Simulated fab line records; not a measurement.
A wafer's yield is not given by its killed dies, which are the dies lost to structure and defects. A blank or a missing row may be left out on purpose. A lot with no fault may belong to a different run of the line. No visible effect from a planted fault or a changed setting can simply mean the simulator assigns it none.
8D (eight disciplines) problem report, filled in by code / flow berkeley_cmos170 / the parts of the form that need people (team, actions taken, sign-off) are left out

== 1. WHAT WENT WRONG ==
Mean NSD_TW at UCB170_NSD_TW_MEAS_10: 4437 over 9 wafers in 3 lots; fault-free wafers: 4226, standard deviation 30. Relative to the usual mean, that is a shift of +7.0 standard deviations.
Earliest sighting: wafer L491.1 on film_metro-01 at day 9 15:50. At this step, 45 wafers from 15 lots have a number in the record. The rule behind "out" and "out of limits": a value lying over 4 standard deviations away from the usual mean. Any other wafer with a number is counted as sound.

== 2. WHAT IT IS AND WHAT IT IS NOT ==
question=which readings at this step | is=NSD_TW | is not=-
question=which lots | is=L491, L494, L496 | is not=L481, L482, L483, L484, L485, L486, L487, L493, L497, L498, L499, L503
question=which wafers of those lots | is=all that have a number | is not=-
question=read on which gauges | is=film_metro-01, film_metro-04 | is not=film_metro-03
question=when | is=from day 9 15:50 | is not=up to then (24 sound wafers); but 12 sound wafers of L497, L498, L499, L503 came after

== 3. WHAT RULES OUT EACH SUSPECT ==
Counting: a tool at any process step up to the reading remains a suspect when it ran all the lots that are out and ran no sound lot after the first of those.
- the gauge at UCB170_NSD_TW_MEAS_10 has been ruled out. 2 gauges (film_metro-01, film_metro-04) read the wafers that are out.
- implanter-02 at UCB170_NSD_IMPLANT_08: kept. All lots that are out passed through it, beginning with L491 at day 9 15:35, and no sound lot followed; its final sound lot before that point was L483 at day 8 07:17. On those wafers its own readings are out: beam_energy_keV.
- plasma_asher-03 at UCB170_NSD_STRIP_09 (strips in O2): ruled out as a lasting fault. After its first lot that is out, L491 (day 9 15:44), sound lots L497 ran on it.
After counting, what remains is implanter-02 at UCB170_NSD_IMPLANT_08.

== 4. THE CAUSE (what the simulator had put in) ==
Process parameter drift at UCB170_NSD_IMPLANT_08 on implanter-02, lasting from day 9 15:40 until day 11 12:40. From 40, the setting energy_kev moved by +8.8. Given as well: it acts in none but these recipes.
The count eliminated every tool but this one.

== 5. THE EFFECT CHAIN, in route order ==
Rows list readings where the struck wafers' mean (over those with a number) sits beyond 3 standard deviations from the usual. Only readings for which the record gives a usual standard deviation are gone through. hours: the time from each lot's start at the first step in this table that gives one to its start at this step, as a median over the lots. sigmas: the change in usual standard deviations.
hours=0; step=UCB170_NSD_IMPLANT_08; reading=beam_energy_keV; usual=40.001; on struck wafers=48.793; change=+8.792; sigmas=+99 or more
hours=0; step=UCB170_NSD_STRIP_09; reading=oes_product_au; usual=0.533 a.u.; on struck wafers=0.509; change=-0.024; sigmas=-5.4
hours=0; step=UCB170_NSD_STRIP_09; reading=strip_time_to_endpoint_s; usual=35.85 s; on struck wafers=39.01; change=+3.16; sigmas=+41
hours=0; step=UCB170_NSD_TW_MEAS_10; reading=NSD_TW; usual=4226; on struck wafers=4437; change=+211; sigmas=+7.0
hours=2; step=UCB170_SDANNEAL_RS_MEAS_03; reading=NSD_RS; usual=37.29 ohm/sq; on struck wafers=35.20; change=-2.09; sigmas=-24
Its process steps:
- UCB170_NSD_IMPLANT_08
- UCB170_NSD_STRIP_09: strips in O2.

== 6. HOW IT WOULD HAVE BEEN CAUGHT EARLIER ==
Counted from the fault's start at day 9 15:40, it took 0 hours until the first out-of-limits reading at a measuring or inspecting step in this record, taken at day 9 15:50.
At UCB170_NSD_IMPLANT_08, the tool's own readings (beam_energy_keV) were out on each struck wafer the step has a row for, so an alarm limit on them would have fired on the first such wafer.
L496, from the lots that are out (3), started UCB170_NSD_IMPLANT_08 on implanter-02 later than day 9 15:50. Had the tool been put on hold then, it would have been spared.
